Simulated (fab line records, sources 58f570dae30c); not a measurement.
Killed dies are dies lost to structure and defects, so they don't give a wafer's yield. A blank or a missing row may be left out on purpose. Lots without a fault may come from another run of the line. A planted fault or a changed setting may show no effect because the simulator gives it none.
Split-lot experiment | flow berkeley_cmos170 | 5 lots, 23 wafers read, on a route of 331 steps

THE SPLIT
At UCB170_CONTACT_CVD_01 (deposits PSG from SiH4/O2/PH3, target thk 700 nm, time 2820 s), the setting temp_c was moved away from the recipe's 450 C on 20 of the 23 wafers read, by -2.3% to +2.5%. The other wafers ran this setting at the recipe's value.

The file shows no step between the split and the reading.

THE READING
CONTACT_PSG_THK, in nm, at UCB170_CONTACT_THK_MEAS_02. Fault-free wafers of this fab line usually give 693 nm, standard deviation 6.1 nm.

wafer  | tool, chamber at the split | temp_c as run, C | against the recipe | CONTACT_PSG_THK, nm | against lot-mates on the recipe
L074.2 | -, -                       | 439.7            | -2.3%              | 629                 | no lot-mate on the recipe
L074.3 | -, -                       | 439.7            | -2.3%              | 628                 | no lot-mate on the recipe
L074.4 | -, -                       | 439.7            | -2.3%              | 634                 | no lot-mate on the recipe
L074.5 | -, -                       | 439.7            | -2.3%              | 634                 | no lot-mate on the recipe
L074.6 | -, -                       | 439.7            | -2.3%              | 627                 | no lot-mate on the recipe
L076.1 | lpcvd-01, 1                | 450              | recipe             | 695                 | -
L076.2 | lpcvd-01, 1                | 450              | recipe             | 691                 | -
L076.3 | lpcvd-01, 1                | 450              | recipe             | 691                 | -
L080.1 | -, -                       | 461.1            | +2.5%              | 773                 | no lot-mate on the recipe
L080.2 | -, -                       | 461.1            | +2.5%              | 771                 | no lot-mate on the recipe
L080.3 | -, -                       | 461.1            | +2.5%              | 770                 | no lot-mate on the recipe
L080.4 | -, -                       | 461.1            | +2.5%              | 770                 | no lot-mate on the recipe
L080.6 | -, -                       | 461.1            | +2.5%              | 769                 | no lot-mate on the recipe
L084.1 | -, -                       | 445              | -1.1%              | 663                 | no lot-mate on the recipe
L084.2 | -, -                       | 445              | -1.1%              | 670                 | no lot-mate on the recipe
L084.3 | -, -                       | 445              | -1.1%              | 663                 | no lot-mate on the recipe
L084.4 | -, -                       | 445              | -1.1%              | 665                 | no lot-mate on the recipe
L084.5 | -, -                       | 445              | -1.1%              | 667                 | no lot-mate on the recipe
L082.1 | -, -                       | 444              | -1.3%              | 658                 | no lot-mate on the recipe
L082.2 | -, -                       | 444              | -1.3%              | 659                 | no lot-mate on the recipe
L082.3 | -, -                       | 444              | -1.3%              | 657                 | no lot-mate on the recipe
L082.4 | -, -                       | 444              | -1.3%              | 660                 | no lot-mate on the recipe
L082.6 | -, -                       | 444              | -1.3%              | 663                 | no lot-mate on the recipe

THE FIT
A straight line over all 23 wafers: CONTACT_PSG_THK changes by +29.3 nm for each +1% of temp_c; r = +1.00; the points scatter about the line by 3.2 nm.
Too few moved wafers have a lot-mate on the recipe to fit a line with each lot's own level taken away.

THE WHOLE CHAIN: every reading that the file lists as answering this split, in the file's order
step                       | what it does                                                  | reading                                                                       | change (the file's fit)              | r (the file's)
UCB170_CONTACT_CVD_01      | deposits PSG from SiH4/O2/PH3, target thk 700 nm, time 2820 s | PSG_of_CONTACT_CVD_01.thk_nm (the simulator's own value, which no gauge read) | +29.3 nm for each +1% of the setting | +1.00
UCB170_CONTACT_THK_MEAS_02 |                                                               | CONTACT_PSG_THK                                                               | +29.3 for each +1% of the setting    | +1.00

THE FILE'S OWN FIT
CONTACT_PSG_THK changes by +29.3 nm for each +1% of temp_c, r = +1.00.
